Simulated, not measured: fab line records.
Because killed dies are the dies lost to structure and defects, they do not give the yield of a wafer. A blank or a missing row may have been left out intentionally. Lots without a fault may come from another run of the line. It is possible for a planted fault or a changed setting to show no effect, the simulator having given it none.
A single fault, viewed from 2 desks || flow rit cmos || each desk holds nothing but its own numbers, with what lay behind them at the end

== FROM THE METROLOGY DESK ==
What the gauges read, lot by lot, whatever tool the lot ran on: means of the sampled wafers that have a number. The brackets show how far a lot's mean lies from the usual mean; more than 4 standard deviations puts the lot out of limits, marked OUT.
Columns: A = NWELL_TW at RIT_NWELL_TW_MEAS_10, usual 2150; B = NWELL_RS at RIT_WELLDRIVE_RS_MEAS_01, usual 275.4 ohm/sq
{"lot": "L421", "first seen here": "day 2 03:43", "A": 2124, "B": 275.7}
{"lot": "L422", "first seen here": "day 2 10:04", "A": 2166, "B": 274.9}
{"lot": "L423", "first seen here": "day 2 10:19", "A": 2171, "B": 274.8}
{"lot": "L424", "first seen here": "day 2 14:58", "A": 2123, "B": 276.5}
{"lot": "L425", "first seen here": "day 2 18:33", "A": 2167, "B": 274.3}
{"lot": "L426", "first seen here": "day 2 23:46", "A": 2164, "B": 276.0}
{"lot": "L427", "first seen here": "day 3 04:32", "A": 2168, "B": 275.7}
{"lot": "L429", "first seen here": "day 3 13:47", "A": 2172, "B": 275.4}
{"lot": "L430", "first seen here": "day 3 22:36", "A": 2161, "B": 277.3}
{"lot": "L431", "first seen here": "day 4 01:35", "A": 2124, "B": 273.4}
{"lot": "L432", "first seen here": "day 4 09:47", "A": 2160, "B": 275.8}
{"lot": "L433", "first seen here": "day 4 14:29", "A": 2116, "B": 275.0}
{"lot": "L440", "first seen here": "day 5 22:49", "A": 2241, "B": "259.0 (-17) OUT"}
{"lot": "L441", "first seen here": "day 6 01:42", "A": 2223, "B": "258.9 (-17) OUT"}
This desk's finding: out of limits on L440, L441; first on L440, day 6 05:44 (NWELL_RS at RIT_WELLDRIVE_RS_MEAS_01). In limits: L421, L422, L423, L424, L425, L426, L427, L429, L430, L431, L432, L433.

== FOR THE TOOL OWNER'S DESK: implanter-02 ==
The tool's own readings at RIT_NWELL_IMPLANT_08: means of the sampled wafers that have a number, for each lot that ran on this tool. The brackets show how far a lot's mean lies from the usual mean; more than 4 standard deviations puts the lot out of limits, marked OUT.
Columns: A = beam on s at RIT_NWELL_IMPLANT_08, usual 9.99 s; B = end station pressure torr at RIT_NWELL_IMPLANT_08, usual 5.11e-06 Torr; C = faraday current uA at RIT_NWELL_IMPLANT_08, usual 159
{"lot": "L422", "first seen here": "day 2 09:45", "A": 9.83, "B": 5.11e-06, "C": 161}
{"lot": "L425", "first seen here": "day 2 18:13", "A": 10.34, "B": 4.96e-06, "C": 153}
{"lot": "L427", "first seen here": "day 3 04:12", "A": 10.06, "B": 5.11e-06, "C": 157}
{"lot": "L431", "first seen here": "day 4 01:17", "A": 9.96, "B": 5.19e-06, "C": 160}
{"lot": "L432", "first seen here": "day 4 09:30", "A": 10.03, "B": 5.25e-06, "C": 158}
{"lot": "L440", "first seen here": "day 5 22:30", "A": "11.08 (+5.5) OUT", "B": "5.20e-05 (+99 or more) OUT", "C": "145 (-4.5) OUT"}
{"lot": "L441", "first seen here": "day 6 01:25", "A": "10.97 (+4.9) OUT", "B": "5.12e-05 (+99 or more) OUT", "C": 146}
This desk finds L440, L441 out of limits, L440 being first, at day 5 22:30 (beam on s at RIT_NWELL_IMPLANT_08). In limits: L422, L425, L427, L431, L432.

== ALL TOGETHER ==
The tool owner's desk could have raised an alarm at day 5 22:30, on L440, L441.
Metrology desk: alarm possible at day 6 05:44 on L440, L441.
RIT_NWELL_IMPLANT_08 was run on implanter-02 by each of the lots named.

== WHAT WAS PUT IN BY THE SIMULATOR ==
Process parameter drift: implanter-02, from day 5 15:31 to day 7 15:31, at RIT_NWELL_IMPLANT_08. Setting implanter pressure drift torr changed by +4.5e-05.
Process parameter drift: implanter-02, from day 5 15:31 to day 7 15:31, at RIT_NWELL_IMPLANT_08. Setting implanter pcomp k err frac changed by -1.
Struck lots among those shown: L440, L441.
Delay (hours) between the fault's onset and each desk's first out-of-limits reading: 7 at the tool owner's desk, 14 at the metrology desk.
